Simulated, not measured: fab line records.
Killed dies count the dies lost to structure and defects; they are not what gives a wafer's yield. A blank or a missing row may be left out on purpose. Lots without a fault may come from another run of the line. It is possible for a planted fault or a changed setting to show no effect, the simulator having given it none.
Struck lot and sound lot, side by side || flow ritCmos || 44 out of 202 route steps
Sound: wafers L381.1, L381.3, L381.6. Wafers L386.4, L386.5, L386.6 were the ones struck. The cause is given at the end.
Each step with rows lists, per side, the tool, then ch with its chambers, then its first start. Under that, the readings that differ: sound wafers || struck wafers || difference of the means || sigmas: that difference in standard deviations of wafers without a fault.
alike: a reading whose means differ by less than 2 such deviations, as well as words and numbers matching on both sides. not compared: withheld readings; readings where some wafer has no value; bounds like >300 that might hide an equal value; numbers whose values overlap and for which the record gives no deviation.
The two part at a step that has a row with sigmas, a row that says differs or no value, or rows on one side only. Numbers that don't overlap but have no deviation are shown without sigmas and don't part them. A reading that every wafer of one side lacks parts them only if that side has two wafers or more.

first, 2 steps without rows for these wafers: RIT_NLDD_HARDBAKE_07 (time 60 s); RIT_NLDD_IMPLANT_08.
RIT_NLDD_STRIP_09: strips in O2, time 180 s.
  sound on plasmaAsher-03 ch 0,1, day 2 22:27; struck on plasmaAsher-03 ch 0,1, day 4 00:30
  alike: drypumpMotorCurrentA, o2FlowSccm
  not compared: rfHoursCounterH
RIT_NLDD_TW_MEAS_10:
  sound on filmMetro-01 at day 2 22:38; struck on filmMetro-04 at day 4 00:39
  alike: NLDD_TW
then, 6 steps without rows for these wafers: RIT_PLDD_HMDS_00 (prime time 60 s); RIT_PLDD_COAT_01 (resist thk 1000 nm); RIT_PLDD_SOFTBAKE_02 (time 60 s); RIT_PLDD_EXPOSE_03 (exposes mask M8, target cd 40900 nm); RIT_PLDD_PEB_04; RIT_PLDD_DEVELOP_05 (develop time 50 s).
RIT_PLDD_OVL_MEAS_06:
  sound on overlay-01 at day 2 23:56; struck on overlay-02 at day 4 01:40
  alike: PLDD_OVL
then, 1 step without rows for these wafers: RIT_PLDD_HARDBAKE_07 (time 60 s).
RIT_PLDD_IMPLANT_08:
  sound on implanter-03 ch 0, day 3 00:07; struck on implanter-03 ch 0, day 4 01:55
{"reading": "implantIonAmu", "sound": "49 49 49", "struck": "11 11 11", "difference": -38, "sigmas": ""}
{"reading": "model.implant.rpNm (nm)", "sound": "17.52 17.52 17.52", "struck": "65.82 65.82 65.82", "difference": "+48.30", "sigmas": ""}
{"reading": "model.implant.drpNm (nm)", "sound": "9.752 9.752 9.752", "struck": "28.34 28.34 28.34", "difference": "+18.59", "sigmas": ""}
  alike: beamEnergyKeV
RIT_PLDD_STRIP_09: strips in O2, time 180 s.
  sound on plasmaAsher-03 ch 0,1, day 3 00:16; struck on plasmaAsher-04 ch 0,1, day 4 02:03
{"reading": "drypumpMotorCurrentA (A)", "sound": "6.1 5.7 6.1", "struck": "5.0 4.9 5.0", "difference": -1.0, "sigmas": -2}
  alike: o2FlowSccm
  not compared: rfHoursCounterH
RIT_PLDD_TW_MEAS_10:
  sound on filmMetro-04 at day 3 00:27; struck on filmMetro-02 at day 4 02:12
{"reading": "PLDD_TW", "sound": "2380 2380 2373", "struck": "1600 1595 1597", "difference": -780, "sigmas": -34}
then, 4 steps without rows for these wafers: RIT_SPACER_CLEAN_00 (cleans in SC1, time 600 s); RIT_SPACER_CLEAN_01 (cleans in dHF, time 30 s); RIT_SPACER_CLEAN_02 (cleans in SC2, time 600 s); RIT_SPACER_CVD_03 (deposits Si3N4 from SiH2Cl2/NH3, target thk 250 nm, time 3300 s).
RIT_SPACER_THK_MEAS_04:
  sound on filmMetro-03 at day 3 02:47; struck on filmMetro-03 at day 4 04:32
  alike: SPACER_NITRIDE_THK
RIT_SPACER_ETCHBACK_05: etches Si3N4 in SF6/CHF3, stops on SiO2, target depth 250 nm, time 240 s.
  sound on rieDiel-01 ch 0,1,2, day 3 02:51; struck on rieDiel-01 ch 0,2,3, day 4 04:34
  alike: drypumpMotorCurrentA, oesProductAu, throttleValvePct
  not compared: rfHoursCounterH
then, 6 steps without rows for these wafers: RIT_NSD_HMDS_00 (prime time 60 s); RIT_NSD_COAT_01 (resist thk 1000 nm); RIT_NSD_SOFTBAKE_02 (time 60 s); RIT_NSD_EXPOSE_03 (exposes mask M9, target cd 40700 nm); RIT_NSD_PEB_04; RIT_NSD_DEVELOP_05 (develop time 50 s).
RIT_NSD_OVL_MEAS_06:
  sound on overlay-02 at day 3 03:51; struck on overlay-02 at day 4 05:43
  alike: NSD_OVL
then, 2 steps without rows for these wafers: RIT_NSD_HARDBAKE_07 (time 60 s); RIT_NSD_IMPLANT_08.
RIT_NSD_STRIP_09: strips in O2, time 180 s.
  sound on plasmaAsher-04 ch 0,1, day 3 04:11; struck on plasmaAsher-03 ch 0,1, day 4 06:06
{"reading": "drypumpMotorCurrentA (A)", "sound": "5.1 4.9 4.9", "struck": "6.2 6.2 5.8", "difference": "+1.1", "sigmas": "+3"}
  alike: o2FlowSccm
  not compared: rfHoursCounterH
RIT_NSD_TW_MEAS_10:
  sound on filmMetro-01 at day 3 04:22; struck on filmMetro-01 at day 4 06:14
  alike: NSD_TW
then, 6 steps without rows for these wafers: RIT_PSD_HMDS_00 (prime time 60 s); RIT_PSD_COAT_01 (resist thk 1000 nm); RIT_PSD_SOFTBAKE_02 (time 60 s); RIT_PSD_EXPOSE_03 (exposes mask M10, target cd 40900 nm); RIT_PSD_PEB_04; RIT_PSD_DEVELOP_05 (develop time 50 s).
RIT_PSD_OVL_MEAS_06:
  sound on overlay-01 at day 3 05:16; struck on overlay-02 at day 4 07:08
  alike: PSD_OVL
then, 2 steps without rows for these wafers: RIT_PSD_HARDBAKE_07 (time 60 s); RIT_PSD_IMPLANT_08.
RIT_PSD_STRIP_09: strips in O2, time 180 s.
  sound on plasmaAsher-01 ch 0,1, day 3 05:37; struck on plasmaAsher-01 ch 0,1, day 4 07:31
  alike: drypumpMotorCurrentA, o2FlowSccm
  not compared: rfHoursCounterH
RIT_SDANNEAL_RS_MEAS_06: measures by four-point-probe.
  sound on filmMetro-04 at day 3 06:31; struck on filmMetro-04 at day 4 08:27
{"reading": "PLDD_RS (ohm/sq)", "sound": "178.5 178.0 178.3", "struck": "129.6 129.1 129.4", "difference": -48.9, "sigmas": -98}
RIT_M1_PROBE_99:
  only the struck wafers here have rows in the record (prober-01, day 4 16:49); the sound ones have none

== WHERE THEY PART ==
At RIT_PLDD_STRIP_09 first; at RIT_M1_PROBE_99 last (within this record only).

WHY: what had been put in by the simulator
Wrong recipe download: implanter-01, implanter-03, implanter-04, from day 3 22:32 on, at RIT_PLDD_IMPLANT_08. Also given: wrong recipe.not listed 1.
